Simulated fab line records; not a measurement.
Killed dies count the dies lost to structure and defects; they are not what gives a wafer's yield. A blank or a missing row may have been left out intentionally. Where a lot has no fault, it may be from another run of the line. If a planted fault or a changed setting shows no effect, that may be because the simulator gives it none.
Struck lot and sound lot, side by side / flow berkeley cmos170 / 15 steps out of a route of 331
Sound: the wafers L884.1, L884.3, L884.6. Struck: wafers L897.1, L897.2, L897.6. Last of all comes the cause.
Order at every step that has rows: each side's tool, ch and its chambers, its first start. Under that, the readings that differ: sound wafers / struck wafers / difference of the means / sigmas: that difference in standard deviations of wafers without a fault.
alike: a reading whose means differ by less than 2 such deviations, as well as words and numbers matching on both sides. not compared: withheld readings; readings where some wafer has no value; bounds like >300 that might hide an equal value; numbers whose values overlap and for which the record gives no deviation.
The two part at a step that has a row with sigmas, a row that says differs or no value, or rows on one side only. Numbers that have no deviation but don't overlap get no sigmas and don't part them. A reading that every wafer of one side lacks parts them only if that side has two wafers or more.

UCB170_M1_SPUTTER_00: material Al, target thk 600 nm, time 80 s.
  sound on pvd sputter-02 at day 9 03:44; struck on pvd sputter-03 at day 11 21:04
  alike: throttle valve pct
UCB170_M1_RS_MEAS_01: the measuring method here is four-point-probe.
  sound on film metro-03 at day 9 03:49; struck on film metro-02 at day 11 21:08
  alike: M1_AL_RS
UCB170_M1_THK_MEAS_02: measures by xrf.
  sound on film metro-03 at day 9 03:56; struck on film metro-02 at day 11 21:16
  alike: M1_AL_THK
then, 6 steps without rows for these wafers: UCB170_M1_COAT_03; UCB170_M1_COAT_04 (resist thk 900 nm); UCB170_M1_SOFTBAKE_05 (time 60 s); UCB170_M1_EXPOSE_06 (exposes mask METAL1, target cd 700 nm); UCB170_M1_PEB_07; UCB170_M1_DEVELOP_08 (develop time 45 s).
UCB170_M1_CD_MEAS_09: target cd 700 nm.
  sound on cd sem-01 at day 9 06:10; struck on cd sem-02 at day 11 22:29
  alike: cd nm
UCB170_M1_OVL_MEAS_10:
  sound on overlay-02 at day 9 06:17; struck on overlay-02 at day 11 22:37
  alike: M1_OVL
UCB170_M1_ETCH_11: etches BARC in N2/H2.
  sound on rie diel-03 ch 0,2,3, day 9 06:20; struck on rie diel-03 ch 1,2,3, day 11 22:38
  alike: drypump motor current A, oes product au, throttle valve pct
UCB170_M1_METAL_ETCH_12: etches Al in Cl2/BCl3, stops on PSG, target depth 780 nm, time 130 s.
  sound on rie metal-03 ch 1, day 9 06:22; struck on rie metal-01 ch 0,1, day 11 22:41
reading=oes product au (a.u.); sound=0.829 0.829 0.822; struck=0.910 0.909 0.902; difference=+0.080; sigmas=+7
reading=run length s (s); sound=157.5 157.4 157.4; struck=148.2 148.5 148.2; difference=-9.1; sigmas=-7
  alike: drypump motor current A, throttle valve pct
  not compared: rf hours counter h
UCB170_M1_STRIP_13: strips in O2.
  sound on plasma asher-03 ch 0, day 9 06:30; struck on plasma asher-02 ch 0,1, day 11 22:49
  alike: drypump motor current A, oes product au
  not compared: rf hours counter h
next, for these wafers, 1 step has no rows: UCB170_M3_PROBE_99.

== WHERE THEY PART ==
Only at UCB170_M1_METAL_ETCH_12, within this record. Later steps at which nothing parts them and some readings are alike: UCB170_M1_STRIP_13.

WHY: the cause the simulator had injected
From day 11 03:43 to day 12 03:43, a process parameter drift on rie metal-01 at UCB170_M1_METAL_ETCH_12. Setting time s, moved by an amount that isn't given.
